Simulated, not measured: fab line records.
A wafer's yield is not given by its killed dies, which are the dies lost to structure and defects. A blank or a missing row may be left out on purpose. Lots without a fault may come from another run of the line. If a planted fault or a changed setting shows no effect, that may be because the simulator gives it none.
fab line records || flow rit-cmos
record {"lots": 14, "wafers": 42, "last-day": 7}
route steps=202 shown CONTACT@168
lots that met no fault: taken from a fault-free run of the same line
start-h: start of the lot's first displayed wafer, in hours after the record's first day || wait-h: hours elapsed since this lot's preceding step || " same as the row above || L1.1+2: a row that stands for several wafers || - no value, or no start given || * or withheld: withheld || < > ~ a bound
route shown NAME@n: NAME is a module with steps in the file, n the number in the route of the first one || usual: mean/standard deviation taken from wafers without a fault || same: alike in all rows || chamber/n: place in a boat || sites: each site's reading || _std_site: standard deviation of those values || _edge_site: mean of outer sites minus mean of inner sites || radius-mm: for every site, how far away it sits from the centre of the wafer || mask NAME#n: copy n || behind: the most recent tool/chamber to have shaped the wafer || hold: the reason the lot was held/the length of the hold in hours/how it ended || device: which transistor (n, p or np) failed to switch || end of line: the route-end tests of the same wafers || for a step that has no rows: nothing shown but its recipe || killed: the dies lost at the first sort to structure and to defects; this is not the yield of the wafer || map: a wafer's dies, marking killed ones x, the rest . and places with no die _
set.NAME: the run value of the setting; set.NAME@STEP: its run value at that earlier step || model.NAME: the simulator's own value behind a step, which no gauge read
one table for each step of the route and one row for each wafer, over a sample of lots
services: when a tool's chamber went out of use (start-h, in hours from the record's first day, below 0 if earlier), for how many hours, and the reason
## steps
# step RIT_CONTACT_CVD_00
# recipe {"material": "SiO2", "target-thk-nm": 400, "precursor": "TEOS", "temp-c": 390, "time-s": 61, "rf-w": 400}
# usual {"heater-power-w": "342/69"}
{"lot.wafer": "L981.1", "tool": "pecvd-03", "chamber": 1, "start-h": 51.19, "wait-h": 0.1, "heater-power-w": 251}
{"lot.wafer": "L981.4", "tool": "pecvd-03", "chamber": 1, "start-h": 51.19, "wait-h": 0.1, "heater-power-w": 262}
{"lot.wafer": "L981.5", "tool": "pecvd-03", "chamber": 2, "start-h": 51.19, "wait-h": 0.1, "heater-power-w": 445}
{"lot.wafer": "L982.2", "tool": "pecvd-04", "chamber": 2, "start-h": 57.70, "wait-h": 0.0, "heater-power-w": 308}
{"lot.wafer": "L982.3", "tool": "pecvd-04", "chamber": 1, "start-h": 57.70, "wait-h": 0.0, "heater-power-w": 312}
{"lot.wafer": "L982.6", "tool": "pecvd-04", "chamber": 1, "start-h": 57.70, "wait-h": 0.0, "heater-power-w": 332}
{"lot.wafer": "L983.1", "tool": "pecvd-02", "chamber": 0, "start-h": 62.39, "wait-h": 0.1, "heater-power-w": 452}
{"lot.wafer": "L983.2", "tool": "pecvd-02", "chamber": 2, "start-h": 62.39, "wait-h": 0.1, "heater-power-w": 217}
{"lot.wafer": "L983.3", "tool": "pecvd-02", "chamber": 1, "start-h": 62.39, "wait-h": 0.1, "heater-power-w": 334}
{"lot.wafer": "L984.2", "tool": "pecvd-03", "chamber": 2, "start-h": 69.87, "wait-h": 0.0, "heater-power-w": 417}
{"lot.wafer": "L984.5", "tool": "pecvd-03", "chamber": 2, "start-h": 69.87, "wait-h": 0.0, "heater-power-w": 434}
{"lot.wafer": "L984.6", "tool": "pecvd-03", "chamber": 0, "start-h": 69.87, "wait-h": 0.0, "heater-power-w": 417}
{"lot.wafer": "L985.1", "tool": "pecvd-04", "chamber": 0, "start-h": 71.92, "wait-h": 0.1, "heater-power-w": 276}
{"lot.wafer": "L985.2", "tool": "pecvd-04", "chamber": 2, "start-h": 71.92, "wait-h": 0.1, "heater-power-w": 289}
{"lot.wafer": "L985.5", "tool": "pecvd-04", "chamber": 2, "start-h": 71.92, "wait-h": 0.1, "heater-power-w": 312}
{"lot.wafer": "L986.3", "tool": "pecvd-02", "chamber": 1, "start-h": 75.10, "wait-h": 0.0, "heater-power-w": 291}
{"lot.wafer": "L986.5", "tool": "pecvd-02", "chamber": 2, "start-h": 75.10, "wait-h": 0.0, "heater-power-w": 294}
{"lot.wafer": "L986.6", "tool": "pecvd-02", "chamber": 1, "start-h": 75.10, "wait-h": 0.0, "heater-power-w": 316}
{"lot.wafer": "L987.2", "tool": "pecvd-03", "chamber": 0, "start-h": 84.12, "wait-h": 0.0, "heater-power-w": 398}
{"lot.wafer": "L987.3", "tool": "pecvd-03", "chamber": 1, "start-h": 84.12, "wait-h": 0.0, "heater-power-w": 213}
{"lot.wafer": "L987.5", "tool": "pecvd-03", "chamber": 0, "start-h": 84.12, "wait-h": 0.0, "heater-power-w": 400}
{"lot.wafer": "L988.1", "tool": "pecvd-04", "chamber": 0, "start-h": 90.74, "wait-h": 0.1, "heater-power-w": 232}
{"lot.wafer": "L988.2", "tool": "pecvd-04", "chamber": 2, "start-h": 90.74, "wait-h": 0.1, "heater-power-w": 334}
{"lot.wafer": "L988.5", "tool": "pecvd-04", "chamber": 0, "start-h": 90.74, "wait-h": 0.1, "heater-power-w": 241}
{"lot.wafer": "L990.1", "tool": "pecvd-03", "chamber": 2, "start-h": 98.37, "wait-h": 0.1, "heater-power-w": 407}
{"lot.wafer": "L990.3", "tool": "pecvd-03", "chamber": 0, "start-h": 98.37, "wait-h": 0.1, "heater-power-w": 345}
{"lot.wafer": "L990.4", "tool": "pecvd-03", "chamber": 0, "start-h": 98.37, "wait-h": 0.1, "heater-power-w": 365}
{"lot.wafer": "L993.1", "tool": "pecvd-02", "chamber": 0, "start-h": 118.38, "wait-h": 0.1, "heater-power-w": 459}
{"lot.wafer": "L993.3", "tool": "pecvd-02", "chamber": 0, "start-h": 118.38, "wait-h": 0.1, "heater-power-w": 374}
{"lot.wafer": "L993.4", "tool": "pecvd-02", "chamber": 0, "start-h": 118.38, "wait-h": 0.1, "heater-power-w": 395}
{"lot.wafer": "L994.2", "tool": "pecvd-04", "chamber": 1, "start-h": 119.62, "wait-h": 0.0, "heater-power-w": 404}
{"lot.wafer": "L994.4", "tool": "pecvd-04", "chamber": 0, "start-h": 119.62, "wait-h": 0.0, "heater-power-w": 273}
{"lot.wafer": "L994.5", "tool": "pecvd-04", "chamber": 2, "start-h": 119.62, "wait-h": 0.0, "heater-power-w": 290}
{"lot.wafer": "L100.1", "tool": "pecvd-04", "chamber": 2, "start-h": 150.62, "wait-h": 0.1, "heater-power-w": 330}
{"lot.wafer": "L100.3", "tool": "pecvd-04", "chamber": 1, "start-h": 150.62, "wait-h": 0.1, "heater-power-w": 353}
{"lot.wafer": "L100.6", "tool": "pecvd-04", "chamber": 0, "start-h": 150.62, "wait-h": 0.1, "heater-power-w": 219}
{"lot.wafer": "L103.1", "tool": "pecvd-04", "chamber": 1, "start-h": 161.16, "wait-h": 0.1, "heater-power-w": 332}
{"lot.wafer": "L103.4", "tool": "pecvd-04", "chamber": 2, "start-h": 161.16, "wait-h": 0.1, "heater-power-w": 356}
{"lot.wafer": "L103.5", "tool": "pecvd-04", "chamber": 0, "start-h": 161.16, "wait-h": 0.1, "heater-power-w": 203}
{"lot.wafer": "L104.1", "tool": "pecvd-03", "chamber": 2, "start-h": 165.47, "wait-h": 0.1, "heater-power-w": 471}
{"lot.wafer": "L104.2", "tool": "pecvd-03", "chamber": 0, "start-h": 165.47, "wait-h": 0.1, "heater-power-w": 341}
{"lot.wafer": "L104.6", "tool": "pecvd-03", "chamber": 2, "start-h": 165.47, "wait-h": 0.1, "heater-power-w": 351}
# step RIT_CONTACT_THK_MEAS_01
# recipe {"reads": "SiO2_of_CONTACT_CVD_00"}
# usual {"CONTACT_TEOS_THK": "402/4.9"}
{"lot.wafer": "L981.1", "tool": "film-metro-01", "chamber": "-", "start-h": 51.24, "wait-h": 0.0, "CONTACT_TEOS_THK[nm]": 402}
{"lot.wafer": "L981.4", "tool": "film-metro-01", "chamber": "-", "start-h": 51.24, "wait-h": 0.0, "CONTACT_TEOS_THK[nm]": 407}
{"lot.wafer": "L981.5", "tool": "film-metro-01", "chamber": "-", "start-h": 51.24, "wait-h": 0.0, "CONTACT_TEOS_THK[nm]": 403}
{"lot.wafer": "L982.2", "tool": "film-metro-01", "chamber": "-", "start-h": 57.76, "wait-h": 0.0, "CONTACT_TEOS_THK[nm]": 399}
{"lot.wafer": "L982.3", "tool": "film-metro-01", "chamber": "-", "start-h": 57.76, "wait-h": 0.0, "CONTACT_TEOS_THK[nm]": 400}
{"lot.wafer": "L982.6", "tool": "film-metro-01", "chamber": "-", "start-h": 57.76, "wait-h": 0.0, "CONTACT_TEOS_THK[nm]": 406}
{"lot.wafer": "L983.1", "tool": "film-metro-02", "chamber": "-", "start-h": 62.44, "wait-h": 0.0, "CONTACT_TEOS_THK[nm]": 399}
{"lot.wafer": "L983.2", "tool": "film-metro-02", "chamber": "-", "start-h": 62.44, "wait-h": 0.0, "CONTACT_TEOS_THK[nm]": 402}
{"lot.wafer": "L983.3", "tool": "film-metro-02", "chamber": "-", "start-h": 62.44, "wait-h": 0.0, "CONTACT_TEOS_THK[nm]": 393}
{"lot.wafer": "L984.2", "tool": "film-metro-04", "chamber": "-", "start-h": 69.93, "wait-h": 0.0, "CONTACT_TEOS_THK[nm]": 400}
{"lot.wafer": "L984.5", "tool": "film-metro-04", "chamber": "-", "start-h": 69.93, "wait-h": 0.0, "CONTACT_TEOS_THK[nm]": 411}
{"lot.wafer": "L984.6", "tool": "film-metro-04", "chamber": "-", "start-h": 69.93, "wait-h": 0.0, "CONTACT_TEOS_THK[nm]": 410}
{"lot.wafer": "L985.1", "tool": "film-metro-02", "chamber": "-", "start-h": 71.97, "wait-h": 0.0, "CONTACT_TEOS_THK[nm]": 397}
{"lot.wafer": "L985.2", "tool": "film-metro-02", "chamber": "-", "start-h": 71.97, "wait-h": 0.0, "CONTACT_TEOS_THK[nm]": 398}
{"lot.wafer": "L985.5", "tool": "film-metro-02", "chamber": "-", "start-h": 71.97, "wait-h": 0.0, "CONTACT_TEOS_THK[nm]": 405}
{"lot.wafer": "L986.3", "tool": "film-metro-02", "chamber": "-", "start-h": 75.17, "wait-h": 0.0, "CONTACT_TEOS_THK[nm]": 399}
{"lot.wafer": "L986.5", "tool": "film-metro-02", "chamber": "-", "start-h": 75.17, "wait-h": 0.0, "CONTACT_TEOS_THK[nm]": 405}
{"lot.wafer": "L986.6", "tool": "film-metro-02", "chamber": "-", "start-h": 75.17, "wait-h": 0.0, "CONTACT_TEOS_THK[nm]": 406}
{"lot.wafer": "L987.2", "tool": "film-metro-04", "chamber": "-", "start-h": 84.18, "wait-h": 0.0, "CONTACT_TEOS_THK[nm]": 397}
{"lot.wafer": "L987.3", "tool": "film-metro-04", "chamber": "-", "start-h": 84.18, "wait-h": 0.0, "CONTACT_TEOS_THK[nm]": 397}
{"lot.wafer": "L987.5", "tool": "film-metro-04", "chamber": "-", "start-h": 84.18, "wait-h": 0.0, "CONTACT_TEOS_THK[nm]": 402}
{"lot.wafer": "L988.1", "tool": "film-metro-01", "chamber": "-", "start-h": 90.79, "wait-h": 0.0, "CONTACT_TEOS_THK[nm]": 396}
{"lot.wafer": "L988.2", "tool": "film-metro-01", "chamber": "-", "start-h": 90.79, "wait-h": 0.0, "CONTACT_TEOS_THK[nm]": 398}
{"lot.wafer": "L988.5", "tool": "film-metro-01", "chamber": "-", "start-h": 90.79, "wait-h": 0.0, "CONTACT_TEOS_THK[nm]": 405}
{"lot.wafer": "L990.1", "tool": "film-metro-02", "chamber": "-", "start-h": 98.42, "wait-h": 0.0, "CONTACT_TEOS_THK[nm]": 396}
{"lot.wafer": "L990.3", "tool": "film-metro-02", "chamber": "-", "start-h": 98.42, "wait-h": 0.0, "CONTACT_TEOS_THK[nm]": 399}
{"lot.wafer": "L990.4", "tool": "film-metro-02", "chamber": "-", "start-h": 98.42, "wait-h": 0.0, "CONTACT_TEOS_THK[nm]": 399}
{"lot.wafer": "L993.1", "tool": "film-metro-01", "chamber": "-", "start-h": 118.59, "wait-h": 0.2, "CONTACT_TEOS_THK[nm]": 399}
{"lot.wafer": "L993.3", "tool": "film-metro-01", "chamber": "-", "start-h": 118.59, "wait-h": 0.2, "CONTACT_TEOS_THK[nm]": 406}
{"lot.wafer": "L993.4", "tool": "film-metro-01", "chamber": "-", "start-h": 118.59, "wait-h": 0.2, "CONTACT_TEOS_THK[nm]": 407}
{"lot.wafer": "L994.2", "tool": "film-metro-01", "chamber": "-", "start-h": 119.68, "wait-h": 0.0, "CONTACT_TEOS_THK[nm]": 399}
{"lot.wafer": "L994.4", "tool": "film-metro-01", "chamber": "-", "start-h": 119.68, "wait-h": 0.0, "CONTACT_TEOS_THK[nm]": 405}
{"lot.wafer": "L994.5", "tool": "film-metro-01", "chamber": "-", "start-h": 119.68, "wait-h": 0.0, "CONTACT_TEOS_THK[nm]": 409}
{"lot.wafer": "L100.1", "tool": "film-metro-02", "chamber": "-", "start-h": 150.67, "wait-h": 0.0, "CONTACT_TEOS_THK[nm]": 397}
{"lot.wafer": "L100.3", "tool": "film-metro-02", "chamber": "-", "start-h": 150.67, "wait-h": 0.0, "CONTACT_TEOS_THK[nm]": 402}
{"lot.wafer": "L100.6", "tool": "film-metro-02", "chamber": "-", "start-h": 150.67, "wait-h": 0.0, "CONTACT_TEOS_THK[nm]": 374}
{"lot.wafer": "L103.1", "tool": "film-metro-04", "chamber": "-", "start-h": 161.21, "wait-h": 0.0, "CONTACT_TEOS_THK[nm]": 401}
{"lot.wafer": "L103.4", "tool": "film-metro-04", "chamber": "-", "start-h": 161.21, "wait-h": 0.0, "CONTACT_TEOS_THK[nm]": 407}
{"lot.wafer": "L103.5", "tool": "film-metro-04", "chamber": "-", "start-h": 161.21, "wait-h": 0.0, "CONTACT_TEOS_THK[nm]": 368}
{"lot.wafer": "L104.1", "tool": "film-metro-02", "chamber": "-", "start-h": 165.52, "wait-h": 0.0, "CONTACT_TEOS_THK[nm]": 403}
{"lot.wafer": "L104.2", "tool": "film-metro-02", "chamber": "-", "start-h": 165.52, "wait-h": 0.0, "CONTACT_TEOS_THK[nm]": 402}
{"lot.wafer": "L104.6", "tool": "film-metro-02", "chamber": "-", "start-h": 165.52, "wait-h": 0.0, "CONTACT_TEOS_THK[nm]": 405}
## services
{"tool": "pecvd-03", "chamber": 1, "start-h": 30.53, "hours": 2.3, "kind": "repair"}
{"tool": "pecvd-03", "chamber": "-", "start-h": 35.12, "hours": 1.1, "kind": "repair"}
{"tool": "pecvd-03", "chamber": "-", "start-h": 70.33, "hours": 0.7, "kind": "repair"}
{"tool": "pecvd-02", "chamber": 0, "start-h": 93.13, "hours": 14.3, "kind": "repair"}
{"tool": "pecvd-03", "chamber": "-", "start-h": 99.95, "hours": 0.9, "kind": "repair"}
{"tool": "pecvd-03", "chamber": "-", "start-h": 102.10, "hours": 5.5, "kind": "pm"}
{"tool": "pecvd-02", "chamber": 2, "start-h": 107.01, "hours": 51.0, "kind": "repair"}
{"tool": "pecvd-02", "chamber": 0, "start-h": 110.55, "hours": 5.4, "kind": "repair"}
{"tool": "pecvd-02", "chamber": 1, "start-h": 115.57, "hours": 10.9, "kind": "repair"}
{"tool": "pecvd-03", "chamber": 1, "start-h": 124.79, "hours": 4.8, "kind": "repair"}
{"tool": "pecvd-04", "chamber": 0, "start-h": 130.52, "hours": 14.1, "kind": "repair"}
## key
first-sign {"step": "RIT_CONTACT_THK_MEAS_01", "reading": "CONTACT_TEOS_THK", "direction": "down", "sigmas": 6.3, "usual": 402, "struck": 371}
effect none on later readings
met-at RIT_CONTACT_CVD_00
struck-lots L100,L103
struck-wafers L100.6,L103.5
tester-left-out L100,L103
onset-between 119.62 150.62
fault {"kind": "site-profile-drift", "tool": "pecvd-04", "chamber": 0, "onset-h": 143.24, "steps": "RIT_CONTACT_CVD_00", "basis": "fraction", "max-abs-drift": 0.18356, "slope-share-per-hr": 91.779, "site-pattern": "0,0,0,0,0,-1,-1,-1,-1"}
# tester-left-out: of these lots the tester's yield and bins aren't shown, on N5 and GAA mostly nor the transistor test; their killed dies are dies lost to structure and defects alone, not to doping, threshold or leakage, so they don't give the yield
